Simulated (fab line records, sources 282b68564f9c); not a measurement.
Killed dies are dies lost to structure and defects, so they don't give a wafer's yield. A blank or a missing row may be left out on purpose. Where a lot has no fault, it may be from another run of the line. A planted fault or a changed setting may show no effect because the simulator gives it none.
Tool commonality check | flow ritCmos | Sampled: 15 lots, 45 wafers

## WHY THIS WAS OPENED
RIT_PWELL_TW_MEAS_10, reading PWELL_TW: flagged on 3 of 15 lots. Fault-free wafers read 952, with a standard deviation of 4.9.
Rule: a lot gets a flag if all its wafers with a number sit over 4 standard deviations from that mean, or if no wafer of it has a number. The other lots count as sound.

lot  | measured    | on           | PWELL_TW, wafer by wafer | flag
L314 | day 1 23:59 | filmMetro-01 | 960 953 957              | 
L315 | day 2 06:29 | filmMetro-01 | 956 959 958              | 
L318 | day 2 18:32 | filmMetro-02 | 947 955 949              | 
L319 | day 2 23:29 | filmMetro-01 | 955 960 953              | 
L321 | day 3 11:02 | filmMetro-01 | 952 949 952              | 
L322 | day 3 19:00 | filmMetro-04 | 944 948 944              | 
L325 | day 4 09:47 | filmMetro-01 | 949 952 949              | 
L327 | day 4 15:44 | filmMetro-01 | 952 954 954              | 
L328 | day 4 22:20 | filmMetro-02 | 2195 2198 2196           | FLAGGED
L329 | day 5 04:49 | filmMetro-01 | 2212 2214 2214           | FLAGGED
L330 | day 5 11:36 | filmMetro-01 | 2202 2203 2207           | FLAGGED
L332 | day 5 17:32 | filmMetro-01 | 954 953 953              | 
L334 | day 6 05:19 | filmMetro-01 | 968 962 962              | 
L336 | day 6 12:31 | filmMetro-02 | 946 946 948              | 
L337 | day 6 17:26 | filmMetro-02 | 942 951 946              | 
On average the flagged lots read 2205, which is +1253 against the usual, or +99 or more standard deviations.

## LOT BY LOT: THE TOOL USED
The record holds 1 process step before the reading, out of a route of 202 steps. In each cell: the tool, then ch and the chambers that the sampled wafers went through, then the start.
lot  | flag    | RIT_NWELL_COAT_01
L314 |         | lithoTrack-02 ch 0, day 1 20:58
L315 |         | lithoTrack-03 ch 0, day 2 03:29
L318 |         | lithoTrack-03 ch 0, day 2 15:31
L319 |         | lithoTrack-03 ch 0, day 2 20:37
L321 |         | lithoTrack-02 ch 0, day 3 08:01
L322 |         | lithoTrack-04 ch 0, day 3 15:46
L325 |         | lithoTrack-03 ch 0, day 4 06:46
L327 |         | lithoTrack-04 ch 0, day 4 12:40
L328 | FLAGGED | lithoTrack-02, day 4 19:27
L329 | FLAGGED | lithoTrack-04, day 5 01:43
L330 | FLAGGED | lithoTrack-02, day 5 08:27
L332 |         | lithoTrack-02 ch 0, day 5 14:05
L334 |         | lithoTrack-04 ch 0, day 6 02:10
L336 |         | lithoTrack-04 ch 0, day 6 09:37
L337 |         | lithoTrack-02 ch 0, day 6 14:25
What the steps here do:
- RIT_NWELL_COAT_01: resist thk 1300 nm.
- RIT_PWELL_TW_MEAS_10

## FLAGGED AGAINST TOTAL, ONE TOOL AT A TIME (gauges that did the reading follow at the end)
step                 | tool          | lots run | flagged | share of the flagged lots | sound lots run after its first flagged lot
RIT_NWELL_COAT_01    | lithoTrack-02 | 6        | 2       | some                      | 2 (L332,L337)
RIT_NWELL_COAT_01    | lithoTrack-03 | 4        | 0       | none                      | -
RIT_NWELL_COAT_01    | lithoTrack-04 | 5        | 1       | some                      | 2 (L334,L336)
RIT_PWELL_TW_MEAS_10 | filmMetro-01  | 10       | 2       | some                      | 2 (L332,L334)
RIT_PWELL_TW_MEAS_10 | filmMetro-02  | 4        | 1       | some                      | 2 (L336,L337)
RIT_PWELL_TW_MEAS_10 | filmMetro-04  | 1        | 0       | none                      | -

## THE TABLE: WHAT IT ALLOWS
No row of the table ran every flagged lot.

## WHAT HAD BEEN PUT IN BY THE SIMULATOR
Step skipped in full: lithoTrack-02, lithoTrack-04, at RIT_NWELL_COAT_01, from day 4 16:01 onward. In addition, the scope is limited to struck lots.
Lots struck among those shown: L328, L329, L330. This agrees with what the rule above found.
